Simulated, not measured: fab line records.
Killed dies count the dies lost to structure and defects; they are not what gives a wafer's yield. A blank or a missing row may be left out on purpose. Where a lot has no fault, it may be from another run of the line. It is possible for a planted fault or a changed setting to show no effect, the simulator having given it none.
Code-filled problem report in 8D (eight disciplines) form :: flow berkeley-cmos170 :: the parts of the form that need people (team, actions taken, sign-off) are left out

== 1. THE PROBLEM ==
M1_AL_RS at UCB170_M1_RS_MEAS_01 reads a mean of 0.0391 ohm/sq on 6 wafers of 2 lots; wafers without a fault read 0.0482 ohm/sq with a standard deviation of 0.00041. Measured from the usual mean, that is -22 standard deviations.
The step: measures by four-point-probe.
First seen on wafer L593.1, day 8 15:01, on film-metro-03. The record has a number at this step for 42 wafers belonging to 14 lots. By rule, "out" or "out of limits" means more than 4 standard deviations away from the usual mean. The rest of the wafers with a number are treated as sound.

== 2. WHAT IT IS, WHAT IT ISN'T ==
question: which readings at this step
is: M1_AL_RS
is not: -

question: which lots
is: L592, L593
is not: L583, L584, L585, L587, L588, L595, L597, L600, L601, L602, L604, L606

question: which wafers of those lots
is: all that have a number
is not: -

question: read on which gauges
is: film-metro-03
is not: film-metro-01, film-metro-04

question: when
is: from day 8 15:01
is not: up to then (18 sound wafers); but 18 sound wafers of L597, L600, L601, L602, L604, L606 came after

== 3. SUSPECTS, AND WHAT RULES EACH OUT ==
Counting: a tool at a process step up to the reading stays a suspect if it ran every lot that is out and no sound lot after the first of them.
- the gauge at UCB170_M1_RS_MEAS_01 is ruled out. All the wafers that are out were read on film-metro-03, but those of them that UCB170_M1_METAL_ETCH_12 has rows for are out there too, on other tools.
- pvd-sputter-03 at UCB170_M1_SPUTTER_00 (material Al, target thk 600 nm, time 80 s): kept. All lots that are out passed through it, beginning with L593 at day 8 14:57, and no sound lot followed; its final sound lot before that point was L588 at day 8 05:04.
Left after counting: pvd-sputter-03 at UCB170_M1_SPUTTER_00.

== 4. THE CAUSE (what the simulator had put in) ==
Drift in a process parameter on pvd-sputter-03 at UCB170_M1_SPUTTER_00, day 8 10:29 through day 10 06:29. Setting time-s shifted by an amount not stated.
This tool alone remained once counting was done.

== 5. THE CHAIN OF EFFECTS, in route order ==
One row per reading whose mean, taken over the struck wafers that have a number, lies over 3 standard deviations from the usual. Scope: only readings with a usual standard deviation given in the record; hours: median across lots of the time from each lot's start at the first step in this table that gives one to its start at this step; sigmas: change in usual standard deviations.
hours: 0
step: UCB170_M1_RS_MEAS_01
reading: M1_AL_RS
usual: 0.0482 ohm/sq
on struck wafers: 0.0391
change: -0.0091
sigmas: -22

hours: 0
step: UCB170_M1_THK_MEAS_02
reading: M1_AL_THK
usual: 610 nm
on struck wafers: 760
change: +150
sigmas: +24

hours: 1
step: UCB170_M1_METAL_ETCH_12
reading: oes-product-au
usual: 0.850 a.u.
on struck wafers: 0.958
change: +0.108
sigmas: +9.0
The process steps in it:
- UCB170_M1_METAL_ETCH_12: etches Al in Cl2/BCl3, stops on PSG, target depth 780 nm, time 130 s.

== 6. WHAT WOULD HAVE CAUGHT IT SOONER ==
The first out-of-limits reading at a measuring or inspecting step in this record came at day 8 15:01, 5 hours after the fault's start at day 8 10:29.
Tool readings at UCB170_M1_SPUTTER_00 with a usual standard deviation given in the record: none out on any struck wafer, hence no alarm at a limit of 4 standard deviations on them.
Among the 2 lots that are out, L592 began UCB170_M1_SPUTTER_00 on pvd-sputter-03 after day 8 15:01. Holding the tool at that time would have saved it.
